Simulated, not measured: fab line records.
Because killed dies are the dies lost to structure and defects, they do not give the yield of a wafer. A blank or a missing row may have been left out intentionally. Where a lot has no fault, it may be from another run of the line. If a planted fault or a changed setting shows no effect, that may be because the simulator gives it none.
Chamber matching -- flow berkeley-cmos170 -- rie-si-01 running UCB170_GATE_ETCH_15: 4 sister chambers
The step etches poly-Si in HBr/Cl2, stops on SiO2, time 56.3 s, target depth 278.2 nm. 4 wafers are shown with their chamber, then 7 later ones without.

== WAFERS, EACH WITH ITS CHAMBER ==
wafer,chamber,throttle-valve-pct (%)
L965.5,2,26.29
L983.1,1,26.26
L980.1,0,26.24
L980.4,3,26.09

== WAFERS MISSING THEIR CHAMBER ==
wafer,throttle-valve-pct (%)
L980.6,26.26
L985.1,26.28
L985.2,26.25
L985.5,26.26
L987.1,26.29
L987.3,26.09
L987.5,26.30

== CHAMBER TAKEN BY EACH ==
wafer,from the rows above,in truth
L980.6,1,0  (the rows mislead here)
L985.1,can't be placed: 2 or 1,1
L985.2,can't be placed: 0 or 1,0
L985.5,1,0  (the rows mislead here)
L987.1,2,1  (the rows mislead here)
L987.3,3,3
L987.5,2,2
Placed correctly: 2 of 7. Not placeable from these rows: 2 (in 2, the candidates include the true chamber). Placed wrongly: 3.
How it was worked out, from the rows above alone: a wafer's distance from a chamber is the root of the sum, over the readings, of the square of ((its reading less the chamber's mean) divided by the reading's scatter). If the next closest chamber is less than 2 further off than the closest, the wafer can't be placed; otherwise it belongs to the closest. The mean given for a chamber averages the wafers shown for that chamber. The scatter: with one shown wafer a chamber, the root of the mean of the squares of how far each hidden wafer lies from its nearest shown one.
